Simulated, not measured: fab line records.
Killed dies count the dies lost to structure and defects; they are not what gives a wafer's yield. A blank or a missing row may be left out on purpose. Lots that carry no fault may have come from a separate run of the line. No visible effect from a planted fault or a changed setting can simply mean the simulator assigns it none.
Tool commonality check | flow berkeley cmos170 | 14 lots, 42 wafers sampled

== REASON FOR OPENING ==
On 2 of the 14 lots, a flag is raised at UCB170_NLDD_CD_MEAS_06 on the reading cd nm. No-fault wafers: 1200.0 nm, standard deviation 1.6.
Rule: flag the lot when none of its wafers has a number, or when each of its wafers that has one lies beyond 4 standard deviations from that mean. As for the other lots, they are considered sound.

lot  | measured     | on        | cd nm (nm), wafer by wafer | flag
L118 | day 6 12:01  | cd sem-01 | 1200.1 1199.9 1200.8       |
L120 | day 6 21:29  | cd sem-02 | 1198.0 1199.0 1197.3       |
L119 | day 6 21:50  | cd sem-01 | 1202.2 1199.9 1200.3       |
L122 | day 7 09:40  | cd sem-02 | 1198.4 1199.9 1199.7       |
L121 | day 7 10:13  | cd sem-01 | 1173.8 1174.3 1175.2       | FLAGGED
L125 | day 7 12:00  | cd sem-01 | 1172.5 1173.5 1174.7       | FLAGGED
L126 | day 8 01:40  | cd sem-01 | 1200.3 1200.8 1199.8       |
L129 | day 8 16:13  | cd sem-01 | 1200.4 1198.7 1197.3       |
L131 | day 9 00:08  | cd sem-01 | 1198.6 1197.9 1197.4       |
L138 | day 10 01:23 | cd sem-01 | 1199.4 1199.7 1199.0       |
L134 | day 10 02:06 | cd sem-01 | 1198.8 1197.8 1198.3       |
L139 | day 10 08:26 | cd sem-01 | 1197.6 1197.1 1198.2       |
L140 | day 10 10:43 | cd sem-01 | 1200.7 1200.4 1200.7       |
L141 | day 11 01:43 | cd sem-01 | 1199.1 1198.6 1198.7       |
On average the flagged lots' numbers are 1174.0 nm, which is -26.0 nm against the usual, or -16 standard deviations.

== WHICH TOOL EACH LOT WENT THROUGH ==
Before the reading, the record contains 2 process steps out of a 331-step route. Cell contents, in order: the tool; ch with the chambers the sampled wafers went through; the start.
lot  | flag    | UCB170_PFIELD_STRIP_08              | UCB170_NLDD_SOFTBAKE_02
L118 |         | plasma asher-04 ch 0,1, day 4 08:30 | litho track-01 ch 0, day 6 10:19
L120 |         | plasma asher-01 ch 0,1, day 5 00:10 | litho track-04 ch 0, day 6 20:24
L119 |         | plasma asher-04 ch 0,1, day 4 23:55 | litho track-03 ch 0, day 6 20:58
L122 |         | plasma asher-03 ch 0,1, day 5 11:47 | litho track-03 ch 0, day 7 09:00
L121 | FLAGGED | plasma asher-04 ch 0,1, day 5 11:22 | litho track-03 ch 0, day 7 09:33
L125 | FLAGGED | plasma asher-01 ch 0,1, day 5 16:48 | litho track-03 ch 0, day 7 11:09
L126 |         | plasma asher-04 ch 0, day 5 21:59   | litho track-01 ch 0, day 8 00:05
L129 |         | plasma asher-03 ch 0,1, day 6 15:40 | litho track-04 ch 0, day 8 15:33
L131 |         | plasma asher-01 ch 0,1, day 6 23:21 | litho track-01 ch 0, day 8 22:55
L138 |         | plasma asher-03 ch 0,1, day 8 04:54 | litho track-04 ch 0, day 10 00:01
L134 |         | plasma asher-03 ch 0,1, day 8 02:18 | litho track-01 ch 0, day 10 00:52
L139 |         | plasma asher-01 ch 0,1, day 8 14:56 | litho track-01 ch 0, day 10 07:37
L140 |         | plasma asher-03 ch 0,1, day 8 14:33 | litho track-01 ch 0, day 10 09:22
L141 |         | plasma asher-04 ch 0,1, day 9 02:15 | litho track-01 ch 0, day 11 01:11
What the steps here do:
- UCB170_PFIELD_STRIP_08: strips in O2.
- UCB170_NLDD_SOFTBAKE_02: time 60 s.
- UCB170_NLDD_CD_MEAS_06: target cd 1200 nm.

== FLAGGED OVER TOTAL, TOOL BY TOOL (the gauges that took the reading come last) ==
step                    | tool            | lots run | flagged | share of the flagged lots | sound lots run after its first flagged lot
UCB170_PFIELD_STRIP_08  | plasma asher-01 | 4        | 1       | some                      | 2 (L131,L139)
UCB170_PFIELD_STRIP_08  | plasma asher-03 | 5        | 0       | none                      | -
UCB170_PFIELD_STRIP_08  | plasma asher-04 | 5        | 1       | some                      | 2 (L126,L141)
UCB170_NLDD_SOFTBAKE_02 | litho track-01  | 7        | 0       | none                      | -
UCB170_NLDD_SOFTBAKE_02 | litho track-03  | 4        | 2       | all                       | 0
UCB170_NLDD_SOFTBAKE_02 | litho track-04  | 3        | 0       | none                      | -
UCB170_NLDD_CD_MEAS_06  | cd sem-01       | 12       | 2       | all                       | 8 (L126,L129,L131,L138,L134,L139,L140,L141)
UCB170_NLDD_CD_MEAS_06  | cd sem-02       | 2        | 0       | none                      | -

== WHAT THE TABLE ALLOWS ==
Table rows that saw every flagged lot: 2, namely litho track-03 at UCB170_NLDD_SOFTBAKE_02 and cd sem-01 at UCB170_NLDD_CD_MEAS_06.
- litho track-03 at UCB170_NLDD_SOFTBAKE_02: 2 of its 4 lots flagged. Its last sound lot is L122 (day 7 09:00), its first flagged lot L121 (day 7 09:33): a fault that began between those two fits. Its own readings lie more than 4 standard deviations out on every wafer of the flagged lots: heater power total W, plate temp C.
- cd sem-01 at UCB170_NLDD_CD_MEAS_06: 2 of its 12 lots flagged. Sound lots followed the first flagged one (L126, L129, L131, L138, L134, L139, L140, L141) on it, something a lasting fault affecting the whole tool could not allow.
One tool is left: litho track-03 at UCB170_NLDD_SOFTBAKE_02.

== WHAT HAD BEEN PUT IN BY THE SIMULATOR ==
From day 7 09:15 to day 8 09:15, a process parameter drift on litho track-03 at UCB170_NLDD_SOFTBAKE_02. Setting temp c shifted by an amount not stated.
Lots struck among those shown: L121, L125. The rule above reached the same finding.
